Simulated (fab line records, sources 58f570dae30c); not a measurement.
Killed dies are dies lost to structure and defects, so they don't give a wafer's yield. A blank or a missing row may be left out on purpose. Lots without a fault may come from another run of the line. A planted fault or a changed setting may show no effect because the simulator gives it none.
One fault seen from 2 desks | flow berkeley_cmos170 | each desk has only its own numbers; what lay behind them comes last

THE TOOL OWNER'S DESK: rie_metal-01
The tool's own readings at UCB170_M2_METAL_ETCH_18 (etches Al in Cl2/BCl3, stops on SiO2, target depth 1170 nm, time 195 s): means of the sampled wafers that have a number, for each lot that ran on this tool. A lot is out of limits, marked OUT, if its mean lies more than 4 standard deviations from the usual mean; the brackets give that distance.
Columns: A = drypump_motor_current_A at UCB170_M2_METAL_ETCH_18, usual 6.0 A; B = oes_product_au at UCB170_M2_METAL_ETCH_18, usual 0.850 a.u.; C = run_length_s at UCB170_M2_METAL_ETCH_18, usual 223.0 s; D = throttle_valve_pct at UCB170_M2_METAL_ETCH_18, usual 24.48 %
lot  | first seen here | A   | B                | C               | D
L649 | day 8 22:10     | 5.4 | 0.846            | 223.1           | 24.37
L650 | day 9 12:20     | 5.7 | 0.854            | 222.9           | 24.35
L652 | day 10 06:09    | 5.7 | 0.972 (+6.4) OUT | 194.0 (-83) OUT | 24.28
L658 | day 11 18:48    | 5.3 | 0.908            | 208.3 (-42) OUT | 24.34
L670 | day 15 06:07    | 5.4 | 0.878            | 223.0           | 24.32
This desk's finding: out of limits on L652, L658; first on L652, day 10 06:09 (oes_product_au at UCB170_M2_METAL_ETCH_18). In limits: L649, L650, L670.

THE METROLOGY DESK
What the gauges read, lot by lot, whatever tool the lot ran on: means of the sampled wafers that have a number. A lot is out of limits, marked OUT, if its mean lies more than 4 standard deviations from the usual mean; the brackets give that distance.
Columns: A = M2_OVL at UCB170_M2_OVL_MEAS_16, usual 0 nm; B = cd_nm at UCB170_V2_CD_MEAS_90, usual 700.3 nm; C = M3_AL_RS at UCB170_M3_RS_MEAS_02, usual 0.0321 ohm/sq
lot  | first seen here | A  | B     | C
L647 | day 8 15:01     | -1 | 701.0 | 0.0322
L649 | day 8 22:06     | 0  | 700.2 | 0.0322
L648 | day 9 00:44     | 2  | 700.4 | 0.0324
L650 | day 9 12:16     | 4  | 698.6 | 0.0327
L652 | day 10 06:05    | -8 | 700.1 | 0.0322
L658 | day 11 18:44    | 0  | 699.7 | 0.0320
L660 | day 12 06:19    | -4 | 702.3 | 0.0324
L664 | day 13 12:21    | 4  | 698.3 | 0.0320
L662 | day 13 18:35    | -3 | 699.3 | 0.0320
L663 | day 13 18:49    | -3 | 700.1 | 0.0322
L667 | day 13 19:11    | 4  | 698.4 | 0.0319
L668 | day 14 16:48    | 5  | 700.7 | 0.0318
L669 | day 14 17:32    | -2 | 699.1 | 0.0321
L670 | day 15 06:02    | 3  | 700.9 | 0.0320
This desk's finding: nothing out of limits on any of the 14 lots.

PUT TOGETHER
The tool owner's desk could have raised an alarm at day 10 06:09, on L652, L658.
The metrology desk saw nothing out of limits.
The metrology desk has L652, L658 on record, within its limits.
Of the lots named, all ran UCB170_M2_METAL_ETCH_18 on rie_metal-01.

WHAT THE SIMULATOR HAD PUT IN
Process parameter drift: rie_metal-01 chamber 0, from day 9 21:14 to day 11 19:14, at UCB170_M2_METAL_ETCH_18. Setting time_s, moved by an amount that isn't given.
Lots struck among those shown: L652, L658.
Hours from the fault's start to each desk's first reading out of limits: the tool owner's desk, 9.
